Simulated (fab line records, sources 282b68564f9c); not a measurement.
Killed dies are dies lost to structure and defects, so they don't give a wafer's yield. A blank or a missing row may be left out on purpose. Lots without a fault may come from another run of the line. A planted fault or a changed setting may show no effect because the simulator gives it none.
A struck lot beside a sound one | flow rit_cmos | 15 steps out of a route of 202
Sound: wafers L722.2, L722.3, L722.4. Struck: wafers L738.2, L738.3, L738.6. The cause comes at the end.
At each step with rows: each side's tool, then ch and its chambers, then its first start. Under that, the readings that differ: sound wafers | struck wafers | difference of the means | sigmas: that difference in standard deviations of wafers without a fault.
alike: readings whose means differ by less than 2 such deviations, and words and numbers that are the same on both sides. not compared: withheld readings, readings that some wafer has no value for, bounds like >300 that may hide the same value, and numbers for which the record gives no deviation and whose values overlap.
The two part at a step that has a row with sigmas, a row that says differs or no value, or rows on one side only. Numbers that don't overlap but have no deviation are shown without sigmas and don't part them. A reading that every wafer of one side lacks parts them only if that side has two wafers or more.

first, 4 steps without rows for these wafers: RIT_NWELL_SOFTBAKE_02 (time 60 s); RIT_NWELL_EXPOSE_03 (exposes mask M2, target cd 43900 nm); RIT_NWELL_PEB_04; RIT_NWELL_DEVELOP_05 (develop time 68 s).
RIT_NWELL_OVL_MEAS_06:
  sound on overlay-01, day 1 21:13; struck on overlay-02, day 5 06:11
  alike: NWELL_OVL
then, 2 steps without rows for these wafers: RIT_NWELL_HARDBAKE_07 (time 120 s); RIT_NWELL_IMPLANT_08.
RIT_NWELL_STRIP_09: strips in O2, time 180 s.
  sound on plasma_asher-04 ch 0,1, day 1 21:39; struck on plasma_asher-04 ch 0,1, day 5 06:37
  alike: drypump_motor_current_A
  not compared: rf_hours_counter_h
RIT_NWELL_TW_MEAS_10:
  sound on film_metro-04, day 1 21:50; struck on film_metro-02, day 5 06:49
  reading  | sound          | struck         | difference | sigmas
  NWELL_TW | 2190 2173 2165 | 2119 2128 2117 | -55        | -2
then, 3 steps without rows for these wafers: RIT_PWELL_HMDS_00 (prime time 60 s); RIT_PWELL_COAT_01 (resist thk 1300 nm); RIT_PWELL_SOFTBAKE_02 (time 60 s).
RIT_PWELL_EXPOSE_03: exposes mask M3, target cd 43700 nm.
  sound on iline_stepper-01 ch 0, day 1 22:22; struck on iline_stepper-02 ch 0, day 5 07:27
  reading | sound          | struck                  | difference | sigmas
  mask    | M3#0 M3#0 M3#0 | M3_R1#0 M3_R1#0 M3_R1#0 | differs    |
then, 1 step without rows for these wafers: RIT_PWELL_PEB_04.
RIT_M1_PROBE_99:
  sound on prober-02, day 3 11:02; struck on prober-02, day 6 18:35
  reading                                 | sound             | struck            | difference | sigmas
  killed_open                             | 9 5 7             | 4 4 1             | -4         | -2
  model.etest.well_edge_left.line_ohm_um  | 181.2 183.9 183.7 | 189.6 192 190.9   | +7.9       |
  model.etest.well_edge_right.line_ohm_um | 183.9 184.5 185.2 | 190.2 191 189.3   | +5.6       |
  model.etest.iso_nwell_nwell.bv_v (V)    | 22.01 22.24 22.31 | 21.91 21.91 21.92 | -0.27      |
  alike: killed_at_front_end, killed_dies, killed_short

WHERE THEY PART
First at RIT_NWELL_TW_MEAS_10; last, within this record, at RIT_M1_PROBE_99.

WHY: what the simulator had put in
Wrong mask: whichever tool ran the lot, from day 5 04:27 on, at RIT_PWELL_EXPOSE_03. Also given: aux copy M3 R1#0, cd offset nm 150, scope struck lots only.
